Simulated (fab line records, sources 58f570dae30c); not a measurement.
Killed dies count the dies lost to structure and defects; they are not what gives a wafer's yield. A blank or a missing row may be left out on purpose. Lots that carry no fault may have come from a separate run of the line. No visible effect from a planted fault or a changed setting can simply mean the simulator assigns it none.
Comparing a struck lot with a sound one    flow berkeleyCmos170    16 out of 331 route steps
Sound: these wafers, L903.2, L903.3, L903.6. The struck wafers were L909.1, L909.4, L909.5. At the end, the cause is stated.
For every step that has rows: the tool of each side, followed by ch and its chambers, followed by its first start. Under that, the readings that differ: sound wafers    struck wafers    difference of the means    sigmas: that difference in standard deviations of wafers without a fault.
alike: readings with means less than 2 such deviations apart, plus words and numbers identical on both sides. not compared: withheld readings, readings lacking a value on some wafer, bounds such as >300 that could conceal the same value, and numbers that have no deviation in the record and whose values overlap.
A row with sigmas, a row that says differs or no value, or rows on one side alone: a step with any of these is where the two part. Numbers that have no deviation but don't overlap get no sigmas and don't part them. A reading that every wafer of one side lacks parts them only if that side has two wafers or more.

first, 5 steps without rows for these wafers: UCB170_NLDD_COAT_01 (resist thk 900 nm); UCB170_NLDD_SOFTBAKE_02 (time 60 s); UCB170_NLDD_EXPOSE_03 (exposes mask NSELECT, target cd 1200 nm); UCB170_NLDD_PEB_04; UCB170_NLDD_DEVELOP_05 (develop time 45 s).
UCB170_NLDD_CD_MEAS_06: target cd 1200 nm.
  struck on cdSem-01, day 9 12:47; sound on cdSem-02, day 7 21:09
  alike: cdNm
UCB170_NLDD_OVL_MEAS_07:
  struck on overlay-02, day 9 12:55; sound on overlay-02, day 7 21:16
  alike: NLDD_OVL
then, 2 steps without rows for these wafers: UCB170_NLDD_IMPLANT_08; UCB170_NLDD_IMPLANT_09.
UCB170_NLDD_STRIP_10: strips in O2.
  sound on plasmaAsher-04 ch 1, day 7 21:35; struck on plasmaAsher-04 ch 0,1, day 9 13:15
reading                   sound              struck             difference  sigmas
stripTimeToEndpointS (s)  21.78 21.68 21.68  21.60 21.59 21.54  -0.14       -2
  alike: drypumpMotorCurrentA, oesProductAu
  not compared: rfHoursCounterH
UCB170_NLDD_TW_MEAS_11:
  struck on filmMetro-01, day 9 13:21; sound on filmMetro-01, day 7 21:42
  alike: NLDD_TW
then, 1 step without rows for these wafers: UCB170_NLDD_CLEAN_12 (cleans in SPM, time 600 s).
UCB170_SPACER_CVD_00: deposits SiO2 from TEOS/O2, target thk 376 nm, time 47 s.
  sound on pecvd-01 ch 1,2, day 7 22:19; struck on pecvd-01 ch 0,1,2, day 9 13:41
reading                                 sound              struck             difference  sigmas
model.SiO2_of_SPACER_CVD_00.thkNm (nm)  372.9 372.4 374.2  527.7 533.5 538.3  +160.0      
  alike: heaterPowerW
UCB170_SPACER_THK_MEAS_01:
  struck on filmMetro-02, day 9 13:44; sound on filmMetro-01, day 7 22:22
reading               sound        struck       difference  sigmas
SPACER_TEOS_THK (nm)  373 372 374  528 533 538  +160        +36
then, 1 step without rows for these wafers: UCB170_SPACER_ANNEAL_02 (time 1800 s).
UCB170_SPACER_ETCHBACK_03: etches SiO2 in CHF3/CF4/Ar, stops on Si, target depth 376 nm, time 100 s.
  sound on rieDiel-04 ch 1,2, day 8 00:53; struck on rieDiel-03 ch 1,3, day 9 19:46
reading                  sound              struck             difference  sigmas
oesProductAu (a.u.)      0.868 0.889 0.894  0.969 0.981 1.028  +0.109      +6
model.etch.depthNm (nm)  372.9 372.4 374.2  428.4 433.9 431    +57.9       
  alike: drypumpMotorCurrentA, throttleValvePct
  not compared: rfHoursCounterH

WHERE THEY PART
Last at UCB170_SPACER_ETCHBACK_03 as far as this record goes, first at UCB170_NLDD_STRIP_10.

WHY: the cause the simulator had injected
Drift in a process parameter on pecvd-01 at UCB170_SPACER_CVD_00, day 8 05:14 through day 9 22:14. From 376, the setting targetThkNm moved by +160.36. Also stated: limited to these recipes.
